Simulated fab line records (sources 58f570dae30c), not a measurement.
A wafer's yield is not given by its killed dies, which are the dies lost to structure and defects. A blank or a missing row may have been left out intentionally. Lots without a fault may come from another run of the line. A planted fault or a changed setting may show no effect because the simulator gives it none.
One fault through the eyes of 2 desks + flow berkeley cmos170 + what lay behind the numbers comes last; until then each desk has only its own

== METROLOGY DESK ==
What the gauges read, lot by lot, whatever tool the lot ran on: means of the sampled wafers that have a number. Any lot whose mean is over 4 standard deviations away from the usual mean is out of limits and marked OUT; that distance is given in the brackets.
Columns: A = NWELL_NITRIDE_THK at UCB170_NWELL_THK_MEAS_05, usual 227.0 nm; B = NWELL_TW at UCB170_NWELL_TW_MEAS_16, usual 1245; C = PWELL_NITRIDE_THK at UCB170_PWELL_THK_MEAS_06, usual 220.3 nm; D = WELLDRIVE_OXIDE_THK at UCB170_WELLDRIVE_THK_MEAS_02, usual 200 nm
| lot  | first seen here | A                | B    | C     | D   |
|------|-----------------|------------------|------|-------|-----|
| L352 | day 2 09:43     | 230.4            | 1241 | 219.9 | 203 |
| L353 | day 2 15:10     | 226.1            | 1261 | 221.3 | 193 |
| L355 | day 2 20:03     | 222.5            | 1265 | 216.5 | 206 |
| L354 | day 2 20:04     | 224.3            | 1242 | 220.3 | 208 |
| L356 | day 3 05:44     | 227.3            | 1236 | 218.4 | 199 |
| L358 | day 3 13:02     | 226.9            | 1237 | 222.2 | 203 |
| L365 | day 5 01:23     | 213.5 (-6.8) OUT | 1231 | 220.8 | 203 |
| L367 | day 5 14:38     | 224.8            | 1230 | 219.7 | 197 |
| L368 | day 5 20:40     | 226.8            | 1256 | 222.0 | 200 |
| L369 | day 6 00:31     | 226.8            | 1247 | 220.1 | 201 |
| L372 | day 6 15:45     | 229.3            | 1246 | 221.3 | 202 |
| L373 | day 6 15:49     | 228.1            | 1233 | 219.5 | 198 |
| L374 | day 6 15:52     | 229.8            | 1234 | 220.3 | 202 |
This desk's finding: out of limits on L365; first on L365, day 5 01:23 (NWELL_NITRIDE_THK at UCB170_NWELL_THK_MEAS_05). L352, L353, L355, L354, L356, L358, L367, L368, L369, L372, L373, L374: within limits.

== AT THE TOOL OWNER'S DESK: lpcvd-01 ==
The tool's own readings at UCB170_NWELL_CVD_04 (deposits Si3N4 from SiH2Cl2/NH3, target thk 224 nm, time 3360 s): means of the sampled wafers that have a number, for each lot that ran on this tool. Any lot whose mean is over 4 standard deviations away from the usual mean is out of limits and marked OUT; that distance is given in the brackets.
Columns: A = pressure mtorr at UCB170_NWELL_CVD_04, usual 200.1 mTorr
| lot  | first seen here | A               |
|------|-----------------|-----------------|
| L356 | day 3 03:48     | 200.4           |
| L365 | day 4 23:27     | 160.5 (-88) OUT |
| L367 | day 5 11:39     | 199.7           |
Finding of this desk: L365 out of limits; the first was L365 at day 4 23:27, on pressure mtorr at UCB170_NWELL_CVD_04. L356, L367: within limits.

== BROUGHT TOGETHER ==
An alarm could have come from the tool owner's desk at day 4 23:27, on L365.
An alarm was possible from the metrology desk at day 5 01:23, on L365.
Every lot named ran UCB170_NWELL_CVD_04 on lpcvd-01.

== WHAT HAD BEEN PUT IN BY THE SIMULATOR ==
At UCB170_NWELL_CVD_04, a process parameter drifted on lpcvd-01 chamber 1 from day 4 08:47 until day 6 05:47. From 200, the setting pressure mtorr moved by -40. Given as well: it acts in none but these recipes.
Struck lots among those shown: L365.
Delay (hours) between the fault's onset and each desk's first out-of-limits reading: 15 at the tool owner's desk, 17 at the metrology desk.
